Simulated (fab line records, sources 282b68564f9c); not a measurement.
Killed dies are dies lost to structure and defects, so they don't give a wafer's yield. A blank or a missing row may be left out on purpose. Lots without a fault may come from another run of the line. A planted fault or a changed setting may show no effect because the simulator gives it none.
A struck lot beside a sound one | flow rit_cmos | 44 steps out of a route of 202
Sound: wafers L541.3, L541.4, L541.6. Struck: wafers L546.4, L546.5, L546.6. The cause comes at the end.
At each step with rows: each side's tool, then ch and its chambers, then its first start. Under that, the readings that differ: sound wafers | struck wafers | difference of the means | sigmas: that difference in standard deviations of wafers without a fault.
alike: readings whose means differ by less than 2 such deviations, and words and numbers that are the same on both sides. not compared: withheld readings, readings that some wafer has no value for, bounds like >300 that may hide the same value, and numbers for which the record gives no deviation and whose values overlap.
The two part at a step that has a row with sigmas, a row that says differs or no value, or rows on one side only. Numbers that don't overlap but have no deviation are shown without sigmas and don't part them. A reading that every wafer of one side lacks parts them only if that side has two wafers or more.

first, 4 steps without rows for these wafers: RIT_PLDD_SOFTBAKE_02 (time 60 s); RIT_PLDD_EXPOSE_03 (exposes mask M8, target cd 40900 nm); RIT_PLDD_PEB_04; RIT_PLDD_DEVELOP_05 (develop time 50 s).
RIT_PLDD_OVL_MEAS_06:
  sound on overlay-02, day 5 03:24; struck on overlay-01, day 6 04:10
  alike: PLDD_OVL
then, 2 steps without rows for these wafers: RIT_PLDD_HARDBAKE_07 (time 60 s); RIT_PLDD_IMPLANT_08.
RIT_PLDD_STRIP_09: strips in O2, time 180 s.
  sound on plasma_asher-02 ch 0,1, day 5 03:47; struck on plasma_asher-04 ch 0,1, day 6 04:32
  reading                     | sound       | struck      | difference | sigmas
  drypump_motor_current_A (A) | 6.3 5.7 6.3 | 5.3 5.7 5.3 | -0.7       | -2
  not compared: rf_hours_counter_h
RIT_PLDD_TW_MEAS_10:
  sound on film_metro-02, day 5 03:55; struck on film_metro-02, day 6 04:41
  alike: PLDD_TW
then, 3 steps without rows for these wafers: RIT_SPACER_CLEAN_00 (cleans in SC1, time 600 s); RIT_SPACER_CLEAN_01 (cleans in dHF, time 30 s); RIT_SPACER_CLEAN_02 (cleans in SC2, time 600 s).
RIT_SPACER_CVD_03: deposits Si3N4 from SiH2Cl2/NH3, target thk 250 nm, time 3300 s.
  sound on lpcvd-01 ch 1, day 5 04:34; struck on lpcvd-01 ch 0, day 6 05:55
  reading                                  | sound             | struck            | difference | sigmas
  pressure_mtorr (mTorr)                   | 300.3 300.2 301.0 | 359.6 359.2 359.4 | +58.9      | +93
  spike_tc_load_C (C)                      | 839 839 837       | 832 831 830       | -7         | -2
  zone_power_load_pct (%)                  | 17 17 17          | 28 27 27          | +10        | +2
  model.Si3N4_of_SPACER_CVD_03.thk_nm (nm) | 248.8 246.9 245.1 | 263.6 262.3 263.1 | +16.1      |
RIT_SPACER_THK_MEAS_04:
  sound on film_metro-04, day 5 06:29; struck on film_metro-04, day 6 08:49
  reading                 | sound             | struck            | difference | sigmas
  SPACER_NITRIDE_THK (nm) | 248.7 247.1 245.0 | 263.5 262.5 263.1 | +16.1      | +8
RIT_SPACER_ETCHBACK_05: etches Si3N4 in SF6/CHF3, stops on SiO2, target depth 250 nm, time 240 s.
  sound on rie_diel-04 ch 0,1,3, day 5 06:32; struck on rie_diel-01 ch 1,2,3, day 6 08:51
  reading                  | sound             | struck            | difference | sigmas
  model.etch.depth_nm (nm) | 248.8 246.9 245.1 | 263.6 262.3 263.1 | +16.1      |
  alike: drypump_motor_current_A, oes_product_au, throttle_valve_pct
  not compared: rf_hours_counter_h
then, 6 steps without rows for these wafers: RIT_NSD_HMDS_00 (prime time 60 s); RIT_NSD_COAT_01 (resist thk 1000 nm); RIT_NSD_SOFTBAKE_02 (time 60 s); RIT_NSD_EXPOSE_03 (exposes mask M9, target cd 40700 nm); RIT_NSD_PEB_04; RIT_NSD_DEVELOP_05 (develop time 50 s).
RIT_NSD_OVL_MEAS_06:
  sound on overlay-01, day 5 07:40; struck on overlay-01, day 6 09:59
  alike: NSD_OVL
then, 2 steps without rows for these wafers: RIT_NSD_HARDBAKE_07 (time 60 s); RIT_NSD_IMPLANT_08.
RIT_NSD_STRIP_09: strips in O2, time 180 s.
  sound on plasma_asher-03 ch 0,1, day 5 08:11; struck on plasma_asher-03 ch 0,1, day 6 10:22
  alike: drypump_motor_current_A
  not compared: rf_hours_counter_h
RIT_NSD_TW_MEAS_10:
  sound on film_metro-02, day 5 08:19; struck on film_metro-02, day 6 10:31
  alike: NSD_TW
then, 6 steps without rows for these wafers: RIT_PSD_HMDS_00 (prime time 60 s); RIT_PSD_COAT_01 (resist thk 1000 nm); RIT_PSD_SOFTBAKE_02 (time 60 s); RIT_PSD_EXPOSE_03 (exposes mask M10, target cd 40900 nm); RIT_PSD_PEB_04; RIT_PSD_DEVELOP_05 (develop time 50 s).
RIT_PSD_OVL_MEAS_06:
  sound on overlay-01, day 5 09:20; struck on overlay-02, day 6 11:32
  alike: PSD_OVL
then, 2 steps without rows for these wafers: RIT_PSD_HARDBAKE_07 (time 60 s); RIT_PSD_IMPLANT_08.
RIT_PSD_STRIP_09: strips in O2, time 180 s.
  sound on plasma_asher-04 ch 0,1, day 5 09:43; struck on plasma_asher-01 ch 0,1, day 6 11:55
  alike: drypump_motor_current_A
  not compared: rf_hours_counter_h
RIT_PSD_TW_MEAS_10:
  sound on film_metro-01, day 5 09:52; struck on film_metro-01, day 6 12:04
  alike: PSD_TW
then, 3 steps without rows for these wafers: RIT_SDANNEAL_CLEAN_00 (cleans in SC1, time 600 s); RIT_SDANNEAL_CLEAN_01 (cleans in dHF, time 30 s); RIT_SDANNEAL_CLEAN_02 (cleans in SC2, time 600 s).
RIT_SDANNEAL_RTA_03: time 5 s.
  sound on rtp_anneal-01 ch 0, day 5 10:17; struck on rtp_anneal-02 ch 0, day 6 12:31
  alike: wafer_temp_C_max
RIT_SDANNEAL_RS_MEAS_04: measures by four-point-probe.
  sound on film_metro-02, day 5 10:22; struck on film_metro-02, day 6 12:37
  alike: PSD_RS
RIT_SILICIDE_WET_ETCH_00: etches SiO2 in BOE, target depth 14 nm, time 15 s.
  sound on wet_bench-02 ch 1, day 5 10:48; struck on wet_bench-02 ch 0, day 6 13:02
  reading                                  | sound             | struck            | difference | sigmas
  model.Si3N4_of_SPACER_CVD_03.thk_nm (nm) | 194.3 192.3 191.3 | 206.3 204.9 205.6 | +13.0      |
RIT_M1_PROBE_99:
  sound on prober-02, day 5 17:49; struck on prober-01, day 6 20:14
  reading                                | sound             | struck            | difference | sigmas
  model.etest.nwell_pinched.rs_ohm_sq    | 340.2 340.3 341.9 | 326 326 328.3     | -14        |
  model.etest.diode_nplus_comb.cj_ff_um2 | 2.619 2.647 2.635 | 2.558 2.584 2.561 | -0.066     |
  alike: killed_at_M0_to_M3, killed_at_contacts, killed_at_front_end, killed_dies, killed_open, killed_short
  not compared: model.etest.nplus_sal.width_nm, model.etest.pplus_sal.width_nm, model.etest.diode_nplus_pwell.cj_ff_um2

WHERE THEY PART
First at RIT_PLDD_STRIP_09; last, within this record, at RIT_SPACER_THK_MEAS_04. Later steps at which nothing parts them and some readings are alike: RIT_SPACER_ETCHBACK_05, RIT_NSD_OVL_MEAS_06, RIT_NSD_STRIP_09, RIT_NSD_TW_MEAS_10, RIT_PSD_OVL_MEAS_06, RIT_PSD_STRIP_09, RIT_PSD_TW_MEAS_10, RIT_SDANNEAL_RTA_03, RIT_SDANNEAL_RS_MEAS_04, RIT_M1_PROBE_99.

WHY: what the simulator had put in
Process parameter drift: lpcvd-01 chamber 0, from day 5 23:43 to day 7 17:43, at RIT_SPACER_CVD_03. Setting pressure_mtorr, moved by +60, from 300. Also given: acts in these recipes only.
